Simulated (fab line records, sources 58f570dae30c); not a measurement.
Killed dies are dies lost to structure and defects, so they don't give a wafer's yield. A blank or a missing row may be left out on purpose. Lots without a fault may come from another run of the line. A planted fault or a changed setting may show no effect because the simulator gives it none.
Which tool did it? | flow berkeley_cmos170 | 15 lots, 45 wafers sampled, at 4 steps of a route of 331

WHAT THE GAUGES READ, wafer by wafer
UCB170_M3_CD_MEAS_90: target cd 700 nm. Usual: cd_nm 700.0 nm, standard deviation 2.8.
lot  | measured     | on        | cd_nm (nm)        | flag
L449 | day 8 19:58  | cd_sem-01 | 699.3 699.7 701.4 |
L450 | day 8 19:22  | cd_sem-01 | 700.7 703.4 701.5 |
L452 | day 9 18:13  | cd_sem-01 | 701.8 703.5 697.4 |
L454 | day 9 18:11  | cd_sem-02 | 694.2 696.1 700.9 |
L455 | day 10 09:08 | cd_sem-02 | 695.2 702.5 698.1 |
L458 | day 10 16:28 | cd_sem-02 | 697.5 696.2 699.8 |
L457 | day 10 19:44 | cd_sem-01 | 702.3 702.1 697.2 |
L459 | day 11 17:03 | cd_sem-02 | 698.8 695.3 697.5 |
L464 | day 11 20:39 | cd_sem-02 | 698.1 699.8 697.5 |
L463 | day 12 00:20 | cd_sem-01 | 692.0 699.9 698.8 |
L465 | day 13 02:32 | cd_sem-02 | 701.6 701.3 701.5 |
L468 | day 13 02:05 | cd_sem-01 | 702.5 698.0 700.8 |
L469 | day 13 10:40 | cd_sem-02 | 698.4 697.0 699.4 |
L471 | day 13 14:16 | cd_sem-02 | 698.4 700.1 698.5 |
L472 | day 13 14:27 | cd_sem-02 | 699.2 702.6 702.4 |

WHICH TOOL RAN EACH LOT (tool, then ch and the chambers of the sampled wafers, then the start)
lot  | UCB170_NVT_COAT_01                | UCB170_NVT_STRIP_08                  | UCB170_M3_STRIP_19
L449 | litho_track-02 ch 0, day 6 08:33  | plasma_asher-03 ch 0,1, day 6 10:23  | plasma_asher-04 ch 0,1, day 8 19:50
L450 | litho_track-01 ch 0, day 6 08:57  | plasma_asher-04 ch 0,1, day 6 11:02  | plasma_asher-01 ch 0,1, day 8 19:16
L452 | litho_track-03 ch 0, day 7 07:49  | plasma_asher-01 ch 0,1, day 7 08:42  | plasma_asher-04 ch 0,1, day 9 18:05
L454 | litho_track-02 ch 0, day 7 07:54  | plasma_asher-01 ch 0,1, day 7 09:13  | plasma_asher-02 ch 0,1, day 9 17:58
L455 | litho_track-03 ch 0, day 7 20:38  | plasma_asher-01 ch 0,1, day 7 21:30  | plasma_asher-01 ch 0, day 10 09:02
L458 | litho_track-02 ch 0, day 8 02:55  | plasma_asher-04 ch 1, day 8 04:12    | plasma_asher-01 ch 0,1, day 10 16:20
L457 | litho_track-03 ch 0, day 8 02:57  | plasma_asher-01 ch 0,1, day 8 04:33  | plasma_asher-04 ch 0,1, day 10 19:37
L459 | litho_track-03 ch 0, day 8 23:49  | plasma_asher-04 ch 0,1, day 9 00:56  | plasma_asher-04 ch 0,1, day 11 16:56
L464 | litho_track-02 ch 0, day 9 15:18  | plasma_asher-03 ch 0, day 9 16:29    | plasma_asher-04 ch 0,1, day 11 20:32
L463 | litho_track-03 ch 0, day 9 15:20  | plasma_asher-01 ch 0,1, day 9 17:46  | plasma_asher-01 ch 0,1, day 12 00:14
L465 | litho_track-02 ch 0, day 10 07:23 | plasma_asher-01 ch 0,1, day 10 08:35 | plasma_asher-04 ch 0,1, day 13 02:26
L468 | litho_track-02 ch 0, day 10 13:05 | plasma_asher-03 ch 0,1, day 10 14:41 | plasma_asher-02 ch 0,1, day 13 01:59
L469 | litho_track-02 ch 0, day 10 21:27 | plasma_asher-01 ch 0,1, day 10 22:34 | plasma_asher-02 ch 0,1, day 13 10:34
L471 | litho_track-02 ch 0, day 11 04:25 | plasma_asher-04 ch 0,1, day 11 05:39 | plasma_asher-01 ch 0,1, day 13 14:10
L472 | litho_track-01 ch 0, day 11 04:25 | plasma_asher-01 ch 0,1, day 11 05:25 | plasma_asher-04 ch 0,1, day 13 14:21
- UCB170_NVT_COAT_01: resist thk 900 nm.
- UCB170_NVT_STRIP_08: strips in O2.
- UCB170_M3_STRIP_19: strips in O2.

WHAT THE TOOLS THEMSELVES READ (means of the sampled wafers that have a number; where no wafer has one, the mark that the record gives instead)
UCB170_NVT_COAT_01. Usual: resist_line_temp_C 22.99 C, standard deviation 0.12.
lot  | tool           | resist_line_temp_C (C) | flag
L449 | litho_track-02 | 23.08                  |
L450 | litho_track-01 | 23.11                  |
L452 | litho_track-03 | 23.09                  |
L454 | litho_track-02 | 22.98                  |
L455 | litho_track-03 | 22.96                  |
L458 | litho_track-02 | 22.98                  |
L457 | litho_track-03 | 23.13                  |
L459 | litho_track-03 | 22.85                  |
L464 | litho_track-02 | 23.05                  |
L463 | litho_track-03 | 22.90                  |
L465 | litho_track-02 | 22.81                  |
L468 | litho_track-02 | 22.86                  |
L469 | litho_track-02 | 23.07                  |
L471 | litho_track-02 | 23.01                  |
L472 | litho_track-01 | 22.97                  |

UCB170_NVT_STRIP_08. Usual: drypump_motor_current_A 5.5 A, standard deviation 0.4; oes_product_au 0.735 a.u., standard deviation 0.0045; strip_time_to_endpoint_s 21.69 s, standard deviation 0.089.
lot  | tool            | drypump_motor_current_A (A) | oes_product_au (a.u.) | strip_time_to_endpoint_s (s) | flag
L449 | plasma_asher-03 | 5.9                         | 0.731                 | 21.52                        |
L450 | plasma_asher-04 | 5.4                         | 0.739                 | 21.82                        |
L452 | plasma_asher-01 | 5.2                         | 0.737                 | 21.57                        |
L454 | plasma_asher-01 | 5.5                         | 0.738                 | 21.66                        |
L455 | plasma_asher-01 | 5.5                         | 0.739                 | 21.53                        |
L458 | plasma_asher-04 | 5.1                         | 0.739                 | 21.69                        |
L457 | plasma_asher-01 | 5.3                         | 0.737                 | 17.38                        | OFF
L459 | plasma_asher-04 | 5.4                         | 0.729                 | 17.48                        | OFF
L464 | plasma_asher-03 | 5.5                         | 0.736                 | 21.74                        |
L463 | plasma_asher-01 | 5.3                         | 0.731                 | 17.40                        | OFF
L465 | plasma_asher-01 | 5.3                         | 0.736                 | 21.75                        |
L468 | plasma_asher-03 | 5.7                         | 0.734                 | 21.59                        |
L469 | plasma_asher-01 | 5.4                         | 0.736                 | 21.72                        |
L471 | plasma_asher-04 | 5.7                         | 0.730                 | 21.70                        |
L472 | plasma_asher-01 | 5.2                         | 0.732                 | 21.81                        |

UCB170_M3_STRIP_19. Usual: drypump_motor_current_A 5.5 A, standard deviation 0.35; oes_product_au 0.536 a.u., standard deviation 0.012.
lot  | tool            | drypump_motor_current_A (A) | oes_product_au (a.u.) | flag
L449 | plasma_asher-04 | 5.7                         | 0.520                 |
L450 | plasma_asher-01 | 5.5                         | 0.547                 |
L452 | plasma_asher-04 | 5.4                         | 0.553                 |
L454 | plasma_asher-02 | 5.5                         | 0.529                 |
L455 | plasma_asher-01 | 5.7                         | 0.529                 |
L458 | plasma_asher-01 | 5.5                         | 0.548                 |
L457 | plasma_asher-04 | 5.4                         | 0.527                 |
L459 | plasma_asher-04 | 5.7                         | 0.543                 |
L464 | plasma_asher-04 | 5.4                         | 0.536                 |
L463 | plasma_asher-01 | 5.5                         | 0.529                 |
L465 | plasma_asher-04 | 5.4                         | 0.528                 |
L468 | plasma_asher-02 | 5.5                         | 0.542                 |
L469 | plasma_asher-02 | 5.5                         | 0.547                 |
L471 | plasma_asher-01 | 5.5                         | 0.529                 |
L472 | plasma_asher-04 | 5.4                         | 0.538                 |

THE ANSWER, worked out from the rows above alone
Rule: a lot is off if the mean of its wafers that have a number lies more than 3 standard deviations from the usual mean. A lot without any number at a reading at which 4 lots or more have one is off too. The other lots that the step has rows for count as sound. The gauges are gone through in route order, then the tools' own readings, and for those a lot's mean is taken as printed above. The first step at which some lot is off is used, and at that step the reading that is off furthest; a lot without a number counts as furthest.
Off: L457, L459, L463, at UCB170_NVT_STRIP_08 (strip_time_to_endpoint_s).
A tool fits if, at that step or a process step before it, it ran every lot that is off, and no sound lot after the first of them. One fits: litho_track-03 at UCB170_NVT_COAT_01. Its last sound lot is L455 (day 7 20:38), its first lot that is off L457 (day 8 02:57): a fault that began between those two fits.

WHAT THE SIMULATOR HAD PUT IN
Process parameter drift: litho_track-03, from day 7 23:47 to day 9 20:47, at UCB170_NVT_COAT_01. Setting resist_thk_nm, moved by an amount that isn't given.
Lots struck among those shown: L457, L459, L463. The rule above found the same.
